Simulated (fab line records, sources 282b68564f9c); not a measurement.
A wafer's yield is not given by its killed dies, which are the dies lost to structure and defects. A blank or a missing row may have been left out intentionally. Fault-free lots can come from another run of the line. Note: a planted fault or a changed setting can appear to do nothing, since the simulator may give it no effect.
fab line records :: flow rit_cmos
[record]
  lots = 6
  wafers = 18
  last_day = 7
route steps=202 shown ACTIVE@13 FOX1@20 FOX2@23 M1@202
lots untouched by any fault: they come from a run of this same line in which no faults occurred
start_h: start of the lot's first displayed wafer, in hours after the record's first day :: wait_h: hours elapsed since this lot's preceding step :: " same as the row above :: L1.1+2: a single row standing in for several wafers :: - no value present, or no start provided :: * or withheld: withheld :: < > ~ a bound
route shown NAME@n: NAME is a module with steps in the file, n the number in the route of the first one :: usual: average and standard deviation across the fault-free wafers :: same: alike in all rows :: chamber/n: place in a boat :: sites: the reading at each site :: _std_site: how widely they spread, as a standard deviation :: _edge_site: the outer-site mean with the inner-site mean subtracted :: radius_mm: how far each site lies from the wafer's centre :: mask NAME#n: copy n :: behind: the tool/chamber that last shaped the wafer :: hold: why the lot went on hold/how many hours it stayed there/how the hold came to an end :: device: transistor that didn't switch, given as n, p or np :: end of line: tests run on the same wafers once the route is complete :: a step with no rows: only its recipe :: killed: the dies lost at the first sort to structure and to defects; this is not the yield of the wafer :: map: a wafer's dies, x killed, . not, _ none there
set.NAME: the setting as run; set.NAME@STEP: as run at that earlier step :: model.NAME: the simulator's own value behind a step, which no gauge read
a table for each step, a row for each wafer; lots at some steps of the route
services: the hour from which a tool's chamber was out of use, counted from the record's first day as start_h (under 0 if before that day), plus the number of hours and why
[[steps]]
[step RIT_ACTIVE_HARDBAKE_12]
[recipe]
  resist = NOVOLAK
  temp_c = 140
  time_s = 60
[step RIT_ACTIVE_ETCH_13]
[recipe]
  stop_on = SiO2
  chemistry = SF6
  target = Si3N4
  time_s = 210
  over_etch_frac = 0.4
  SF6_flow_sccm = 200
  pressure_mtorr = 260
  rf_w = 125
  target_depth_a = 2100
[usual]
  drypump_motor_current_A = 5.9/0.46
  oes_product_au = 0.824/0.013
  rf_fwd_power_W = 124.5/0.4
  throttle_valve_pct = 7.47/0.12
lot.wafer: L511.2
tool: rie_diel-02
chamber: 0
start_h: 19.89
wait_h: 0.1
drypump_motor_current_A: 5.7
oes_product_au: 0.813
rf_fwd_power_W: 124.2
rf_hours_counter_h: 88
throttle_valve_pct: 7.35

lot.wafer: L511.4
tool: rie_diel-02
chamber: 3
start_h: 19.89
wait_h: 0.1
drypump_motor_current_A: 5.2
oes_product_au: 0.826
rf_fwd_power_W: 124.7
rf_hours_counter_h: 7
throttle_valve_pct: 7.36

lot.wafer: L511.5
tool: rie_diel-02
chamber: 0
start_h: 19.89
wait_h: 0.1
drypump_motor_current_A: 5.7
oes_product_au: 0.809
rf_fwd_power_W: 124.3
rf_hours_counter_h: -
throttle_valve_pct: 7.34

lot.wafer: L516.2
tool: rie_diel-04
chamber: 3
start_h: 44.92
wait_h: 0.1
drypump_motor_current_A: 5.1
oes_product_au: 0.810
rf_fwd_power_W: 124.6
rf_hours_counter_h: 48
throttle_valve_pct: 7.40

lot.wafer: L516.3
tool: rie_diel-04
chamber: 1
start_h: 44.92
wait_h: 0.1
drypump_motor_current_A: 6.5
oes_product_au: 0.811
rf_fwd_power_W: 125.6
rf_hours_counter_h: 158
throttle_valve_pct: 7.36

lot.wafer: L516.4
tool: rie_diel-04
chamber: 2
start_h: 44.92
wait_h: 0.1
drypump_motor_current_A: 5.8
oes_product_au: 0.843
rf_fwd_power_W: 124.7
rf_hours_counter_h: 114
throttle_valve_pct: 7.41

lot.wafer: L517.2
tool: rie_diel-02
chamber: 1
start_h: 50.64
wait_h: 0.1
drypump_motor_current_A: 5.7
oes_product_au: 0.819
rf_fwd_power_W: 124.7
rf_hours_counter_h: 85
throttle_valve_pct: 7.59

lot.wafer: L517.3
tool: rie_diel-02
chamber: 2
start_h: 50.64
wait_h: 0.1
drypump_motor_current_A: 5.5
oes_product_au: 0.835
rf_fwd_power_W: 124.5
rf_hours_counter_h: 49
throttle_valve_pct: 7.51

lot.wafer: L517.6
tool: rie_diel-02
chamber: 0
start_h: 50.64
wait_h: 0.1
drypump_motor_current_A: 5.7
oes_product_au: 0.819
rf_fwd_power_W: 124.4
rf_hours_counter_h: -
throttle_valve_pct: 7.36

lot.wafer: L518.1
tool: rie_diel-01
chamber: 3
start_h: 55.29
wait_h: 0.1
drypump_motor_current_A: 6.7
oes_product_au: 0.833
rf_fwd_power_W: 124.9
rf_hours_counter_h: 79
throttle_valve_pct: 7.40

lot.wafer: L518.2
tool: rie_diel-01
chamber: 2
start_h: 55.29
wait_h: 0.1
drypump_motor_current_A: 6.3
oes_product_au: 0.831
rf_fwd_power_W: 124.4
rf_hours_counter_h: 156
throttle_valve_pct: 7.34

lot.wafer: L518.5
tool: rie_diel-01
chamber: 0
start_h: 55.29
wait_h: 0.1
drypump_motor_current_A: 6.2
oes_product_au: 0.819
rf_fwd_power_W: 124.5
rf_hours_counter_h: -
throttle_valve_pct: 7.61

lot.wafer: L529.1
tool: rie_diel-04
chamber: 3
start_h: 109.91
wait_h: 0.1
drypump_motor_current_A: 5.2
oes_product_au: 0.803
rf_fwd_power_W: 124.5
rf_hours_counter_h: 49
throttle_valve_pct: 7.40

lot.wafer: L529.2
tool: rie_diel-04
chamber: 2
start_h: 109.91
wait_h: 0.1
drypump_motor_current_A: 5.7
oes_product_au: 0.832
rf_fwd_power_W: 124.6
rf_hours_counter_h: 115
throttle_valve_pct: 7.39

lot.wafer: L529.3
tool: rie_diel-04
chamber: 0
start_h: 109.91
wait_h: 0.1
drypump_motor_current_A: 6.0
oes_product_au: 0.819
rf_fwd_power_W: 124.5
rf_hours_counter_h: 2
throttle_valve_pct: 7.73

lot.wafer: L530.2
tool: rie_diel-02
chamber: 0
start_h: 116.63
wait_h: 0.1
drypump_motor_current_A: 5.7
oes_product_au: 0.807
rf_fwd_power_W: 125.2
rf_hours_counter_h: 90
throttle_valve_pct: 7.35

lot.wafer: L530.4
tool: rie_diel-02
chamber: 3
start_h: 116.63
wait_h: 0.1
drypump_motor_current_A: 5.1
oes_product_au: 0.826
rf_fwd_power_W: 123.8
rf_hours_counter_h: 10
throttle_valve_pct: 7.35

lot.wafer: L530.5
tool: rie_diel-02
chamber: 3
start_h: 116.63
wait_h: 0.1
drypump_motor_current_A: 5.1
oes_product_au: 0.826
rf_fwd_power_W: 124.1
rf_hours_counter_h: -
throttle_valve_pct: 7.38
[step RIT_ACTIVE_STRIP_14]
[recipe]
  chemistry = O2
  time_s = 180
  resist = NOVOLAK
  platen_temp_c = withheld
  power_w = 500
  pressure_mtorr = 4000
  o2_flow_sccm = 4000
[usual]
  drypump_motor_current_A = 5.7/0.46
lot.wafer: L511.2
tool: plasma_asher-04
chamber: 1
start_h: 20.02
wait_h: 0.1
drypump_motor_current_A: 6.1
rf_hours_counter_h: 37

lot.wafer: L511.4
tool: plasma_asher-04
chamber: 0
start_h: 20.02
wait_h: 0.1
drypump_motor_current_A: 5.3
rf_hours_counter_h: -

lot.wafer: L511.5
tool: plasma_asher-04
chamber: 0
start_h: 20.02
wait_h: 0.1
drypump_motor_current_A: 5.3
rf_hours_counter_h: -

lot.wafer: L516.2
tool: plasma_asher-04
chamber: 1
start_h: 45.05
wait_h: 0.1
drypump_motor_current_A: 6.0
rf_hours_counter_h: 40

lot.wafer: L516.3
tool: plasma_asher-04
chamber: 1
start_h: 45.05
wait_h: 0.1
drypump_motor_current_A: 6.0
rf_hours_counter_h: -

lot.wafer: L516.4
tool: plasma_asher-04
chamber: 0
start_h: 45.05
wait_h: 0.1
drypump_motor_current_A: 5.3
rf_hours_counter_h: -

lot.wafer: L517.2
tool: plasma_asher-02
chamber: 1
start_h: 50.77
wait_h: 0.1
drypump_motor_current_A: 5.2
rf_hours_counter_h: 43

lot.wafer: L517.3
tool: plasma_asher-02
chamber: 0
start_h: 50.77
wait_h: 0.1
drypump_motor_current_A: 6.2
rf_hours_counter_h: -

lot.wafer: L517.6
tool: plasma_asher-02
chamber: 0
start_h: 50.77
wait_h: 0.1
drypump_motor_current_A: 6.2
rf_hours_counter_h: -

lot.wafer: L518.1
tool: plasma_asher-01
chamber: 0
start_h: 55.42
wait_h: 0.1
drypump_motor_current_A: 6.1
rf_hours_counter_h: 44

lot.wafer: L518.2
tool: plasma_asher-01
chamber: 1
start_h: 55.42
wait_h: 0.1
drypump_motor_current_A: 5.1
rf_hours_counter_h: 44

lot.wafer: L518.5
tool: plasma_asher-01
chamber: 0
start_h: 55.42
wait_h: 0.1
drypump_motor_current_A: 6.1
rf_hours_counter_h: -

lot.wafer: L529.1
tool: plasma_asher-01
chamber: 0
start_h: 110.05
wait_h: 0.1
drypump_motor_current_A: 6.1
rf_hours_counter_h: 50

lot.wafer: L529.2
tool: plasma_asher-01
chamber: 1
start_h: 110.05
wait_h: 0.1
drypump_motor_current_A: 5.1
rf_hours_counter_h: 50

lot.wafer: L529.3
tool: plasma_asher-01
chamber: 0
start_h: 110.05
wait_h: 0.1
drypump_motor_current_A: 6.2
rf_hours_counter_h: -

lot.wafer: L530.2
tool: plasma_asher-01
chamber: 0
start_h: 116.76
wait_h: 0.1
drypump_motor_current_A: 6.1
rf_hours_counter_h: 51

lot.wafer: L530.4
tool: plasma_asher-01
chamber: 0
start_h: 116.76
wait_h: 0.1
drypump_motor_current_A: 6.1
rf_hours_counter_h: -

lot.wafer: L530.5
tool: plasma_asher-01
chamber: 1
start_h: 116.76
wait_h: 0.1
drypump_motor_current_A: 5.1
rf_hours_counter_h: -
[step RIT_ACTIVE_CD_MEAS_90]
[recipe]
  target_cd_nm = 1400
[usual]
  cd_nm = 1400.7/2.3
lot.wafer: L511.2
tool: cd_sem-02
chamber: -
start_h: 20.21
wait_h: 0.1
cd_nm: 1395.6

lot.wafer: L511.4
tool: cd_sem-02
chamber: -
start_h: 20.21
wait_h: 0.1
cd_nm: 1398.5

lot.wafer: L511.5
tool: cd_sem-02
chamber: -
start_h: 20.21
wait_h: 0.1
cd_nm: 1398.7

lot.wafer: L516.2
tool: cd_sem-01
chamber: -
start_h: 45.25
wait_h: 0.1
cd_nm: 1402.8

lot.wafer: L516.3
tool: cd_sem-01
chamber: -
start_h: 45.25
wait_h: 0.1
cd_nm: 1401.3

lot.wafer: L516.4
tool: cd_sem-01
chamber: -
start_h: 45.25
wait_h: 0.1
cd_nm: 1404.1

lot.wafer: L517.2
tool: cd_sem-02
chamber: -
start_h: 50.97
wait_h: 0.1
cd_nm: 1398.8

lot.wafer: L517.3
tool: cd_sem-02
chamber: -
start_h: 50.97
wait_h: 0.1
cd_nm: 1398.4

lot.wafer: L517.6
tool: cd_sem-02
chamber: -
start_h: 50.97
wait_h: 0.1
cd_nm: 1398.6

lot.wafer: L518.1
tool: cd_sem-01
chamber: -
start_h: 55.60
wait_h: 0.1
cd_nm: 1403.7

lot.wafer: L518.2
tool: cd_sem-01
chamber: -
start_h: 55.60
wait_h: 0.1
cd_nm: 1405.1

lot.wafer: L518.5
tool: cd_sem-01
chamber: -
start_h: 55.60
wait_h: 0.1
cd_nm: 1405.6

lot.wafer: L529.1
tool: cd_sem-02
chamber: -
start_h: 110.22
wait_h: 0.1
cd_nm: 1397.6

lot.wafer: L529.2
tool: cd_sem-02
chamber: -
start_h: 110.22
wait_h: 0.1
cd_nm: 1398.6

lot.wafer: L529.3
tool: cd_sem-02
chamber: -
start_h: 110.22
wait_h: 0.1
cd_nm: 1398.7

lot.wafer: L530.2
tool: cd_sem-02
chamber: -
start_h: 116.96
wait_h: 0.1
cd_nm: 1401.1

lot.wafer: L530.4
tool: cd_sem-02
chamber: -
start_h: 116.96
wait_h: 0.1
cd_nm: 1400.4

lot.wafer: L530.5
tool: cd_sem-02
chamber: -
start_h: 116.96
wait_h: 0.1
cd_nm: 1402.4
[step RIT_ACTIVE_CLEAN_15]
[recipe]
  chemistry = SC1
  mix = 3:3:50
  time_s = 600
  temp_c = 75
[step RIT_ACTIVE_CLEAN_16]
[recipe]
  chemistry = dHF
  dilution = 50:1
  time_s = 30
[step RIT_ACTIVE_CLEAN_17]
[recipe]
  chemistry = SC2
  mix = 3:3:50
  time_s = 600
  temp_c = 75
  dry = n2_spin
[step RIT_FOX1_OXIDATION_00]
[recipe]
  temp_c = 1100
  ambient = H2O
  target_thk_a = 3507
  p_h2o_torr = 720
  ox_time_s = 1130
[step RIT_FOX1_THK_MEAS_01]
[recipe]
  reads = SiO2_of_FOX1_OXIDATION_00
[usual]
  FOX1_OXIDE_THK = 347/7.1
lot.wafer: L511.2
tool: film_metro-02
chamber: -
start_h: 22.01
wait_h: 0.0
FOX1_OXIDE_THK[nm]: 345

lot.wafer: L511.4
tool: film_metro-02
chamber: -
start_h: 22.01
wait_h: 0.0
FOX1_OXIDE_THK[nm]: 348

lot.wafer: L511.5
tool: film_metro-02
chamber: -
start_h: 22.01
wait_h: 0.0
FOX1_OXIDE_THK[nm]: 354

lot.wafer: L516.2
tool: film_metro-02
chamber: -
start_h: 48.36
wait_h: 0.0
FOX1_OXIDE_THK[nm]: 351

lot.wafer: L516.3
tool: film_metro-02
chamber: -
start_h: 48.36
wait_h: 0.0
FOX1_OXIDE_THK[nm]: 358

lot.wafer: L516.4
tool: film_metro-02
chamber: -
start_h: 48.36
wait_h: 0.0
FOX1_OXIDE_THK[nm]: 353

lot.wafer: L517.2
tool: film_metro-03
chamber: -
start_h: 52.81
wait_h: 0.0
FOX1_OXIDE_THK[nm]: 336

lot.wafer: L517.3
tool: film_metro-03
chamber: -
start_h: 52.81
wait_h: 0.0
FOX1_OXIDE_THK[nm]: 341

lot.wafer: L517.6
tool: film_metro-03
chamber: -
start_h: 52.81
wait_h: 0.0
FOX1_OXIDE_THK[nm]: 337

lot.wafer: L518.1
tool: film_metro-03
chamber: -
start_h: 58.88
wait_h: 0.0
FOX1_OXIDE_THK[nm]: 359

lot.wafer: L518.2
tool: film_metro-03
chamber: -
start_h: 58.88
wait_h: 0.0
FOX1_OXIDE_THK[nm]: 352

lot.wafer: L518.5
tool: film_metro-03
chamber: -
start_h: 58.88
wait_h: 0.0
FOX1_OXIDE_THK[nm]: 361

lot.wafer: L529.1
tool: film_metro-02
chamber: -
start_h: 113.25
wait_h: 0.0
FOX1_OXIDE_THK[nm]: 348

lot.wafer: L529.2
tool: film_metro-02
chamber: -
start_h: 113.25
wait_h: 0.0
FOX1_OXIDE_THK[nm]: 342

lot.wafer: L529.3
tool: film_metro-02
chamber: -
start_h: 113.25
wait_h: 0.0
FOX1_OXIDE_THK[nm]: 343

lot.wafer: L530.2
tool: film_metro-01
chamber: -
start_h: 118.81
wait_h: 0.0
FOX1_OXIDE_THK[nm]: 348

lot.wafer: L530.4
tool: film_metro-01
chamber: -
start_h: 118.81
wait_h: 0.0
FOX1_OXIDE_THK[nm]: 352

lot.wafer: L530.5
tool: film_metro-01
chamber: -
start_h: 118.81
wait_h: 0.0
FOX1_OXIDE_THK[nm]: 342
[step RIT_FOX1_WET_ETCH_02]
[recipe]
  chemistry = BOE
  target_depth_nm = 350
  time_s = 390
  temp_c = 21.5
  dry = n2_spin
  dilution = 10:1
  target = SiO2
[step RIT_FOX2_OXIDATION_00]
[recipe]
  temp_c = 1100
  ambient = H2O
  target_thk_a = 3507
  p_h2o_torr = 720
  ox_time_s = 1130
[step RIT_FOX2_THK_MEAS_01]
[recipe]
  reads = SiO2_of_FOX2_OXIDATION_00
[usual]
  FOX2_OXIDE_THK = 349/7.8
lot.wafer: L511.2
tool: film_metro-03
chamber: -
start_h: 23.50
wait_h: 0.0
FOX2_OXIDE_THK[nm]: 351

lot.wafer: L511.4
tool: film_metro-03
chamber: -
start_h: 23.50
wait_h: 0.0
FOX2_OXIDE_THK[nm]: 356

lot.wafer: L511.5
tool: film_metro-03
chamber: -
start_h: 23.50
wait_h: 0.0
FOX2_OXIDE_THK[nm]: 353

lot.wafer: L516.2
tool: film_metro-04
chamber: -
start_h: 49.87
wait_h: 0.0
FOX2_OXIDE_THK[nm]: 349

lot.wafer: L516.3
tool: film_metro-04
chamber: -
start_h: 49.87
wait_h: 0.0
FOX2_OXIDE_THK[nm]: 349

lot.wafer: L516.4
tool: film_metro-04
chamber: -
start_h: 49.87
wait_h: 0.0
FOX2_OXIDE_THK[nm]: 351

lot.wafer: L517.2
tool: film_metro-03
chamber: -
start_h: 54.43
wait_h: 0.0
FOX2_OXIDE_THK[nm]: 342

lot.wafer: L517.3
tool: film_metro-03
chamber: -
start_h: 54.43
wait_h: 0.0
FOX2_OXIDE_THK[nm]: 333

lot.wafer: L517.6
tool: film_metro-03
chamber: -
start_h: 54.43
wait_h: 0.0
FOX2_OXIDE_THK[nm]: 342

lot.wafer: L518.1
tool: film_metro-03
chamber: -
start_h: 60.53
wait_h: 0.0
FOX2_OXIDE_THK[nm]: 349

lot.wafer: L518.2
tool: film_metro-03
chamber: -
start_h: 60.53
wait_h: 0.0
FOX2_OXIDE_THK[nm]: 354

lot.wafer: L518.5
tool: film_metro-03
chamber: -
start_h: 60.53
wait_h: 0.0
FOX2_OXIDE_THK[nm]: 353

lot.wafer: L529.1
tool: film_metro-02
chamber: -
start_h: 114.78
wait_h: 0.0
FOX2_OXIDE_THK[nm]: 347

lot.wafer: L529.2
tool: film_metro-02
chamber: -
start_h: 114.78
wait_h: 0.0
FOX2_OXIDE_THK[nm]: 348

lot.wafer: L529.3
tool: film_metro-02
chamber: -
start_h: 114.78
wait_h: 0.0
FOX2_OXIDE_THK[nm]: 348

lot.wafer: L530.2
tool: film_metro-02
chamber: -
start_h: 120.30
wait_h: 0.0
FOX2_OXIDE_THK[nm]: 340

lot.wafer: L530.4
tool: film_metro-02
chamber: -
start_h: 120.30
wait_h: 0.0
FOX2_OXIDE_THK[nm]: 336

lot.wafer: L530.5
tool: film_metro-02
chamber: -
start_h: 120.30
wait_h: 0.0
FOX2_OXIDE_THK[nm]: 346
[step RIT_FOX2_CLEAN_02]
[recipe]
  chemistry = dHF
  dilution = 50:1
  time_s = 180
[usual]
  run_length_s = 211/3.7
lot.wafer: L511.2
tool: wet_bench-01
chamber: 0
start_h: 23.55
wait_h: 0.0
run_length_s: 211

lot.wafer: L511.4
tool: wet_bench-01
chamber: 0
start_h: 23.55
wait_h: 0.0
run_length_s: 211

lot.wafer: L511.5
tool: wet_bench-01
chamber: 0
start_h: 23.55
wait_h: 0.0
run_length_s: 211

lot.wafer: L516.2
tool: wet_bench-04
chamber: 2
start_h: 49.92
wait_h: 0.0
run_length_s: 214

lot.wafer: L516.3
tool: wet_bench-04
chamber: 2
start_h: 49.92
wait_h: 0.0
run_length_s: 214

lot.wafer: L516.4
tool: wet_bench-04
chamber: 2
start_h: 49.92
wait_h: 0.0
run_length_s: 214

lot.wafer: L517.2
tool: wet_bench-03
chamber: 2
start_h: 54.48
wait_h: 0.0
run_length_s: 214

lot.wafer: L517.3
tool: wet_bench-03
chamber: 2
start_h: 54.48
wait_h: 0.0
run_length_s: 214

lot.wafer: L517.6
tool: wet_bench-03
chamber: 2
start_h: 54.48
wait_h: 0.0
run_length_s: 214

lot.wafer: L518.1
tool: wet_bench-03
chamber: 1
start_h: 60.59
wait_h: 0.1
run_length_s: 213

lot.wafer: L518.2
tool: wet_bench-03
chamber: 1
start_h: 60.59
wait_h: 0.1
run_length_s: 213

lot.wafer: L518.5
tool: wet_bench-03
chamber: 1
start_h: 60.59
wait_h: 0.1
run_length_s: 213

lot.wafer: L529.1
tool: wet_bench-04
chamber: 3
start_h: 114.84
wait_h: 0.1
run_length_s: 192

lot.wafer: L529.2
tool: wet_bench-04
chamber: 3
start_h: 114.84
wait_h: 0.1
run_length_s: 192

lot.wafer: L529.3
tool: wet_bench-04
chamber: 3
start_h: 114.84
wait_h: 0.1
run_length_s: 192

lot.wafer: L530.2
tool: wet_bench-04
chamber: 0
start_h: 120.35
wait_h: 0.0
run_length_s: 191

lot.wafer: L530.4
tool: wet_bench-04
chamber: 0
start_h: 120.35
wait_h: 0.0
run_length_s: 191

lot.wafer: L530.5
tool: wet_bench-04
chamber: 0
start_h: 120.35
wait_h: 0.0
run_length_s: 191
[step RIT_FOX2_WET_ETCH_03]
[recipe]
  chemistry = H3PO4
  target = Si3N4
  target_depth_nm = 195
  temp_c = 165
  time_s = 2700
[step RIT_M1_PROBE_99]
[usual]
  killed_at_M0_to_M3 = 0.0/0.18
  killed_at_contacts = 0.1/0.32
  killed_at_front_end = 7/3
  killed_dies = 7/3.1
  killed_on_rim = 1.9/1.5
  killed_open = 3.3/1.8
  killed_short = 3.6/2
[same]
  gross_dies = 264
  killed_at_M4_up = 0
  killed_at_back_side = 0
  killed_at_other = 0
lot.wafer: L511.2
tool: prober-02
chamber: -
start_h: 63.97
wait_h: 0.1
killed_at_M0_to_M3: 0
killed_at_contacts: 1
killed_at_front_end: 2
killed_dies: 3
killed_on_rim: 0
killed_open: 1
killed_short: 2

lot.wafer: L511.4
tool: prober-02
chamber: -
start_h: 64.07
wait_h: 0.2
killed_at_M0_to_M3: 0
killed_at_contacts: 0
killed_at_front_end: 5
killed_dies: 5
killed_on_rim: 2
killed_open: 2
killed_short: 3

lot.wafer: L511.5
tool: prober-02
chamber: -
start_h: 64.12
wait_h: 0.2
killed_at_M0_to_M3: 0
killed_at_contacts: 0
killed_at_front_end: 4
killed_dies: 4
killed_on_rim: 2
killed_open: 2
killed_short: 2

lot.wafer: L516.2
tool: prober-01
chamber: -
start_h: 89.04
wait_h: 0.1
killed_at_M0_to_M3: 0
killed_at_contacts: 0
killed_at_front_end: 5
killed_dies: 5
killed_on_rim: 0
killed_open: 2
killed_short: 3

lot.wafer: L516.3
tool: prober-01
chamber: -
start_h: 89.09
wait_h: 0.2
killed_at_M0_to_M3: 0
killed_at_contacts: 0
killed_at_front_end: 2
killed_dies: 2
killed_on_rim: 1
killed_open: 1
killed_short: 1

lot.wafer: L516.4
tool: prober-01
chamber: -
start_h: 89.14
wait_h: 0.2
killed_at_M0_to_M3: 0
killed_at_contacts: 0
killed_at_front_end: 6
killed_dies: 6
killed_on_rim: 3
killed_open: 1
killed_short: 5

lot.wafer: L517.2
tool: prober-02
chamber: -
start_h: 92.61
wait_h: 0.1
killed_at_M0_to_M3: 0
killed_at_contacts: 0
killed_at_front_end: 6
killed_dies: 6
killed_on_rim: 0
killed_open: 2
killed_short: 4

lot.wafer: L517.3
tool: prober-02
chamber: -
start_h: 92.66
wait_h: 0.2
killed_at_M0_to_M3: 0
killed_at_contacts: 0
killed_at_front_end: 6
killed_dies: 6
killed_on_rim: 3
killed_open: 5
killed_short: 1

lot.wafer: L517.6
tool: prober-02
chamber: -
start_h: 92.81
wait_h: 0.2
killed_at_M0_to_M3: 0
killed_at_contacts: 0
killed_at_front_end: 6
killed_dies: 6
killed_on_rim: 4
killed_open: 4
killed_short: 2

lot.wafer: L518.1
tool: prober-01
chamber: -
start_h: 101.63
wait_h: 0.1
killed_at_M0_to_M3: 0
killed_at_contacts: 0
killed_at_front_end: 2
killed_dies: 2
killed_on_rim: 0
killed_open: 1
killed_short: 1

lot.wafer: L518.2
tool: prober-01
chamber: -
start_h: 101.68
wait_h: 0.1
killed_at_M0_to_M3: 1
killed_at_contacts: 0
killed_at_front_end: 9
killed_dies: 10
killed_on_rim: 4
killed_open: 4
killed_short: 5

lot.wafer: L518.5
tool: prober-01
chamber: -
start_h: 101.83
wait_h: 0.2
killed_at_M0_to_M3: 1
killed_at_contacts: 0
killed_at_front_end: 7
killed_dies: 8
killed_on_rim: 3
killed_open: 4
killed_short: 3

lot.wafer: L529.1
tool: prober-02
chamber: -
start_h: 154.59
wait_h: 0.1
killed_at_M0_to_M3: 0
killed_at_contacts: 0
killed_at_front_end: 7
killed_dies: 7
killed_on_rim: 4
killed_open: 1
killed_short: 6

lot.wafer: L529.2
tool: prober-02
chamber: -
start_h: 154.64
wait_h: 0.1
killed_at_M0_to_M3: 0
killed_at_contacts: 0
killed_at_front_end: 5
killed_dies: 5
killed_on_rim: 1
killed_open: 4
killed_short: 1

lot.wafer: L529.3
tool: prober-02
chamber: -
start_h: 154.69
wait_h: 0.2
killed_at_M0_to_M3: 1
killed_at_contacts: 0
killed_at_front_end: 4
killed_dies: 5
killed_on_rim: 0
killed_open: 2
killed_short: 3

lot.wafer: L530.2
tool: prober-01
chamber: -
start_h: 162.42
wait_h: 0.1
killed_at_M0_to_M3: 0
killed_at_contacts: 0
killed_at_front_end: 3
killed_dies: 3
killed_on_rim: 0
killed_open: 1
killed_short: 2

lot.wafer: L530.4
tool: prober-01
chamber: -
start_h: 162.52
wait_h: 0.2
killed_at_M0_to_M3: 0
killed_at_contacts: 0
killed_at_front_end: 6
killed_dies: 6
killed_on_rim: 1
killed_open: 3
killed_short: 3

lot.wafer: L530.5
tool: prober-01
chamber: -
start_h: 162.57
wait_h: 0.2
killed_at_M0_to_M3: 0
killed_at_contacts: 0
killed_at_front_end: 7
killed_dies: 7
killed_on_rim: 3
killed_open: 2
killed_short: 5
// killed by level:class
L511.2 FOX1:geometric_particle:short=1 GATE:geometric_particle:short=1 CONTACT:geometric_particle:open=1
L511.4 GATE:geometric_particle:short=3 GATE:geometric_particle:open=1 SPACER:geometric_particle:open=1
L511.5 ACTIVE:geometric_particle:open=1 GATE:geometric_particle:open=1 SPACER:geometric_particle:short=1 SILICIDE:geometric_particle:short=1
L516.2 SILICIDE:geometric_particle:short=2 GATE:geometric_particle:open=1 GATE:geometric_particle:short=1 REOX:geometric_particle:open=1
L516.3 GATE:geometric_particle:short=1 GATE:geometric_particle:open=1
L516.4 GATE:geometric_particle:short=4 GATE:geometric_particle:open=1 REOX:geometric_particle:short=1
L517.2 GATE:geometric_particle:short=2 FOX2:geometric_particle:short=1 GATE:geometric_particle:open=1 REOX:geometric_particle:short=1 SPACER:geometric_particle:open=1
L517.3 GATE:geometric_particle:open=4 FOX1:geometric_particle:short=1 SPACER:geometric_particle:open=1
L517.6 REOX:geometric_particle:open=3 FOX1:geometric_particle:open=1 GATE:geometric_particle:short=1 REOX:geometric_particle:short=1
L518.1 FOX1:geometric_particle:open=1 SILICIDE:geometric_particle:short=1
L518.2 GATE:geometric_particle:open=3 GATE:geometric_particle:short=3 REOX:geometric_particle:open=1 SPACER:geometric_particle:short=1 SILICIDE:geometric_particle:short=1 M1:coat_microbubble_printed=1
L518.5 GATE:geometric_particle:open=3 FOX1:geometric_particle:open=1 FOX1:geometric_particle:short=1 GATE:geometric_particle:short=1 REOX:geometric_particle:short=1 M1:coat_microbubble_printed=1
L529.1 FOX1:geometric_particle:short=3 GATE:geometric_particle:short=2 GATE:geometric_particle:open=1 SILICIDE:geometric_particle:short=1
L529.2 SILICIDE:geometric_particle:open=2 FOX1:geometric_particle:open=1 GATE:geometric_particle:open=1 SILICIDE:geometric_particle:short=1
L529.3 FOX1:geometric_particle:open=2 GATE:geometric_particle:short=2 M1:geometric_particle:short=1
L530.2 FOX1:geometric_particle:short=1 SPACER:geometric_particle:open=1 SILICIDE:geometric_particle:short=1
L530.4 FOX1:geometric_particle:open=2 FOX1:geometric_particle:short=1 GATE:geometric_particle:short=1 REOX:geometric_particle:short=1 SPACER:geometric_particle:open=1
L530.5 GATE:geometric_particle:short=2 REOX:geometric_particle:short=2 FOX1:geometric_particle:short=1 GATE:geometric_particle:open=1 REOX:geometric_particle:open=1
[[services]]
tool: rie_diel-04
chamber: 0
start_h: 4.76
hours: 10.6
kind: repair

tool: wet_bench-01
chamber: -
start_h: 20.44
hours: 3.0
kind: repair

tool: rie_diel-02
chamber: -
start_h: 26.24
hours: 2.8
kind: pm

tool: rie_diel-02
chamber: 3
start_h: 34.64
hours: 1.4
kind: repair

tool: rie_diel-04
chamber: 3
start_h: 64.28
hours: 8.8
kind: repair

tool: plasma_asher-04
chamber: -
start_h: 66.74
hours: 3.4
kind: repair

tool: rie_diel-04
chamber: 3
start_h: 74.23
hours: 2.4
kind: repair

tool: rie_diel-02
chamber: 1
start_h: 77.01
hours: 33.7
kind: repair

tool: rie_diel-04
chamber: 1
start_h: 101.29
hours: -
kind: clean

tool: rie_diel-04
chamber: 1
start_h: 101.29
hours: 23.8
kind: scheduled_down

tool: rie_diel-04
chamber: 1
start_h: 101.29
hours: 23.8
kind: vent_cycle

tool: rie_diel-02
chamber: 0
start_h: 105.67
hours: 10.8
kind: repair

tool: plasma_asher-02
chamber: -
start_h: 108.75
hours: 9.0
kind: pm

tool: plasma_asher-02
chamber: 0
start_h: 108.75
hours: 9.0
kind: vent_cycle

tool: plasma_asher-02
chamber: 1
start_h: 108.75
hours: 9.0
kind: vent_cycle

tool: rie_diel-04
chamber: -
start_h: 111.26
hours: 14.6
kind: pm

tool: wet_bench-04
chamber: -
start_h: 112.44
hours: 2.1
kind: repair

tool: rie_diel-01
chamber: 2
start_h: 117.40
hours: -
kind: clean

tool: rie_diel-01
chamber: 2
start_h: 117.40
hours: 20.2
kind: scheduled_down

tool: rie_diel-01
chamber: 2
start_h: 117.40
hours: 20.2
kind: vent_cycle

tool: plasma_asher-02
chamber: 0
start_h: 117.75
hours: -
kind: clean

tool: plasma_asher-02
chamber: 1
start_h: 117.75
hours: -
kind: clean
[[key]]
[first_sign]
  step = RIT_FOX2_CLEAN_02
  reading = run_length_s
  direction = down
  sigmas = 5.2
  usual = *
  struck = *
effect none on later readings
met_at RIT_FOX2_CLEAN_02
struck_wafers L529.1,L529.2,L529.3,L530.2,L530.4,L530.5
tester_left_out L529,L530
onset_between 49.92 114.84
[fault]
  kind = process_parameter_drift
  tool = wet_bench-04
  chamber = -
  onset_h = 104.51
  steps = RIT_FOX2_CLEAN_02
  channel = time_s
  offset = *
  shape = step
  end_h = 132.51
  acts_in = *
  stated = *
// tester_left_out: of these lots the tester's yield and bins aren't shown, on N5 and GAA mostly nor the transistor test; their killed dies are dies lost to structure and defects alone, not to doping, threshold or leakage, so they don't give the yield
